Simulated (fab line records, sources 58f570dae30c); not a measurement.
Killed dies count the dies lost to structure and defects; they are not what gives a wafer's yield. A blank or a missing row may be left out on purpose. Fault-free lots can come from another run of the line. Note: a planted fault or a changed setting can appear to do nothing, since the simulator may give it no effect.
Tool commonality check ; flow berkeley_cmos170 ; 15 lots, 45 wafers sampled

WHY IT WAS OPENED
Of 15 lots, 3 have the reading V2_POLISHED_THK flagged at UCB170_V2_THK_MEAS_04. Wafers without a fault read 1000.1 nm, standard deviation 1.1.
Rule: flag the lot when none of its wafers has a number, or when each of its wafers that has one lies beyond 4 standard deviations from that mean. The rest of the lots are taken to be sound.

lot;measured;on;V2_POLISHED_THK (nm), wafer by wafer;flag
L463;day 8 22:12;film_metro-01;997.4 1000.0 997.5;
L466;day 9 09:48;film_metro-03;1001.6 1001.2 1000.1;
L467;day 9 10:41;film_metro-03;1001.6 1000.7 1000.3;
L465;day 9 12:09;film_metro-04;998.1 999.5 998.1;
L464;day 9 12:28;film_metro-01;1000.2 997.7 998.3;
L469;day 9 12:46;film_metro-01;749.4 749.3 749.8;FLAGGED
L468;day 9 13:04;film_metro-03;751.8 751.6 751.3;FLAGGED
L470;day 9 23:27;film_metro-03;749.4 749.0 751.1;FLAGGED
L481;day 12 10:02;film_metro-04;1000.7 1000.0 998.7;
L480;day 12 15:05;film_metro-04;1001.5 998.5 998.9;
L482;day 13 08:01;film_metro-01;998.8 998.8 999.5;
L483;day 13 16:04;film_metro-04;1000.5 999.2 1002.6;
L485;day 13 17:52;film_metro-01;999.9 999.2 999.8;
L484;day 13 20:17;film_metro-04;998.8 1001.6 1000.4;
L486;day 14 06:26;film_metro-04;998.8 1000.6 1000.3;
Flagged lots average 750.3 nm: -249.8 nm relative to the usual, that is -99 or more standard deviations.

WHICH TOOL EACH LOT WENT THROUGH
The record keeps 1 process step preceding the reading, out of 331 steps on the route. Read each cell as the tool, then ch plus the chambers that the sampled wafers visited, then the start.
lot;flag;UCB170_V2_CMP_02
L463;;cmp-02 ch 0,2, day 8 21:46
L466;;cmp-02 ch 0,1,2, day 9 09:23
L467;;cmp-01 ch 0,1,2, day 9 10:16
L465;;cmp-01 ch 0,2,3, day 9 11:44
L464;;cmp-01 ch 1,3, day 9 12:05
L469;FLAGGED;cmp-01 ch 2,3, day 9 12:23
L468;FLAGGED;cmp-01 ch 1,2,3, day 9 12:41
L470;FLAGGED;cmp-01 ch 0,1,2, day 9 23:10
L481;;cmp-02 ch 0,2,3, day 12 09:36
L480;;cmp-02 ch 0,1, day 12 14:40
L482;;cmp-02 ch 0,1,2, day 13 07:38
L483;;cmp-01 ch 0,1,2, day 13 15:38
L485;;cmp-01 ch 0,2,3, day 13 17:26
L484;;cmp-02 ch 0,1, day 13 19:52
L486;;cmp-01 ch 0,1,2, day 14 06:01
What is done by these steps:
- UCB170_V2_CMP_02: polishes SiO2.
- UCB170_V2_THK_MEAS_04

FLAGGED OVER TOTAL, TOOL BY TOOL (the gauges that took the reading come last)
step;tool;lots run;flagged;share of the flagged lots;sound lots run after its first flagged lot
UCB170_V2_CMP_02;cmp-01;9;3;all;3 (L483,L485,L486)
UCB170_V2_CMP_02;cmp-02;6;0;none;-
UCB170_V2_THK_MEAS_04;film_metro-01;5;1;some;2 (L482,L485)
UCB170_V2_THK_MEAS_04;film_metro-03;4;2;some;0
UCB170_V2_THK_MEAS_04;film_metro-04;6;0;none;-

WHAT THE TABLE ALLOWS
All flagged lots share 1 row of the table, namely cmp-01 at UCB170_V2_CMP_02.
- cmp-01 at UCB170_V2_CMP_02 ran 9 lots, 3 of them flagged. After the first flagged lot (L483, L485, L486), sound lots still ran on it; a lasting fault on the whole tool would not permit that.
None of the table's rows ran every flagged lot and, after the first, no sound lot.

WHAT THE SIMULATOR HAD INSERTED
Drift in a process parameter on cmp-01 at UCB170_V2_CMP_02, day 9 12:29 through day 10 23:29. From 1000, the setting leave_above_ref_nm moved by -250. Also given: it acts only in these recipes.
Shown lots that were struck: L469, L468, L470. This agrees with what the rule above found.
